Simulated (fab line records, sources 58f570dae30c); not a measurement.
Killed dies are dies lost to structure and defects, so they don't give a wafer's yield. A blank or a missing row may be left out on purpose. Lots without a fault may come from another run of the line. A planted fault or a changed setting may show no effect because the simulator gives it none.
A sampling plan put to the test | flow berkeley_cmos170 | one fab line, 12 faults that these records tell of, each judged on the records of the lots that it struck
The plan is the line's own looks: the steps of the route at which a gauge or an inspection reads the wafer and doesn't change it. A look can be judged if struck wafers have a number there and the file gives its usual mean and standard deviation on fault-free wafers. Caught: at a look after the fault's first step, the mean of the struck wafers lies 4 or more of those standard deviations (sigma) from the usual mean. On the tool: the same test on the tool's own readings at the fault's steps. Another recipe on the struck wafers, or a record that is blank for them alone, also counts as caught.

THE FAULTS, as the simulator had put them in
1. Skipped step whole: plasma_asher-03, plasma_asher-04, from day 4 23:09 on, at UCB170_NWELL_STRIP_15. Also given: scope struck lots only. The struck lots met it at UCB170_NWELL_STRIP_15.
2. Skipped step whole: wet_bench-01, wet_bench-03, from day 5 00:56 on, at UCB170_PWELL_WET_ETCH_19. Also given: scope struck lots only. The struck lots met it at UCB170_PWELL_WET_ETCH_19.
3. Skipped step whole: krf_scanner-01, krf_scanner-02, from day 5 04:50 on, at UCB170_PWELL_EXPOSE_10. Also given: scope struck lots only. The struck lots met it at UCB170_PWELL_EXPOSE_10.
4. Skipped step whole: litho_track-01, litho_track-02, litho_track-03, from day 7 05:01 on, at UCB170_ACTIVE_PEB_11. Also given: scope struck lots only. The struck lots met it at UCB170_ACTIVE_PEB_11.
5. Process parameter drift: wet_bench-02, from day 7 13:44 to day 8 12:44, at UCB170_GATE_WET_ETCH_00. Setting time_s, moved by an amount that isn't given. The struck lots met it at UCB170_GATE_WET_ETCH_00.
6. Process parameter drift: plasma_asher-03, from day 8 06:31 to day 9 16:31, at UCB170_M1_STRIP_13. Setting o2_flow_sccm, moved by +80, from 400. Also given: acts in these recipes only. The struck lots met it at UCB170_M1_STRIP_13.
7. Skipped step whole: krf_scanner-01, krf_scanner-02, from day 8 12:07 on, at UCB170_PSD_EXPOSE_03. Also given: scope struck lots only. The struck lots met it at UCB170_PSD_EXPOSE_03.
8. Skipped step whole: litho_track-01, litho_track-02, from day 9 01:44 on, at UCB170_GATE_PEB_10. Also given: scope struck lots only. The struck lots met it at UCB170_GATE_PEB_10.
9. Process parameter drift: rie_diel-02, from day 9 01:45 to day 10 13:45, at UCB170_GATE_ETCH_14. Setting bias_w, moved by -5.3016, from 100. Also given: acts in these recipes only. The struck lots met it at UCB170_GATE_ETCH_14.
10. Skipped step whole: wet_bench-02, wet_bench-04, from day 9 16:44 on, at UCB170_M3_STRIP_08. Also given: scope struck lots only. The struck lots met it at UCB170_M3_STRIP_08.
11. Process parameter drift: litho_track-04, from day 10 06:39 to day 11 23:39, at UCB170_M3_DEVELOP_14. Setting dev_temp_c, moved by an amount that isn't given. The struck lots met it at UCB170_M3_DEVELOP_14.
12. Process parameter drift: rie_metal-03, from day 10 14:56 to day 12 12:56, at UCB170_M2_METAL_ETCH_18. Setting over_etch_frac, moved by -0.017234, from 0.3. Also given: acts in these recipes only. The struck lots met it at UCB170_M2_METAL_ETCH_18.

WHAT THE PLAN SAW
fault | on the tool itself                               | first look that catches it                   | reading, sigma | median hours from its first step to that look | hours from the fault's start to the first struck lot there | judged looks passed uncaught
1     | the tool's record is blank for the struck wafers | no look after it can be judged               | -              | -                                             | -                                                          | 0
2     | the tool's record is blank for the struck wafers | no look after it can be judged               | -              | -                                             | -                                                          | 0
3     | no reading that can be judged                    | no look after it can be judged               | -              | -                                             | -                                                          | 0
4     | the tool's record is blank for the struck wafers | no look after it can be judged               | -              | -                                             | -                                                          | 0
5     | run_length_s -20 sigma                           | no look after it can be judged               | -              | -                                             | -                                                          | 0
6     | o2_flow_sccm +61 sigma                           | not the one look that can be judged after it | -              | -                                             | -                                                          | 1
7     | no reading that can be judged                    | no look after it can be judged               | -              | -                                             | -                                                          | 0
8     | the tool's record is blank for the struck wafers | no look after it can be judged               | -              | -                                             | -                                                          | 0
9     | bias_w -17 sigma                                 | not the one look that can be judged after it | -              | -                                             | -                                                          | 1
10    | the tool's record is blank for the struck wafers | no look after it can be judged               | -              | -                                             | -                                                          | 0
11    | developer_temp_C +7.8 sigma                      | not the one look that can be judged after it | -              | -                                             | -                                                          | 1
12    | under 2 sigma                                    | no look after it can be judged               | -              | -                                             | -                                                          | 0
A dash: the fault isn't caught, or these records don't give the number.

Caught at a look: 0 of 12. Caught on the tool: 9 of 12. By one or the other: 9 of 12.
Caught on the tool alone: faults 1, 2, 4, 5, 6, 8, 9, 10, 11.
Caught by neither: faults 3, 7, 12.
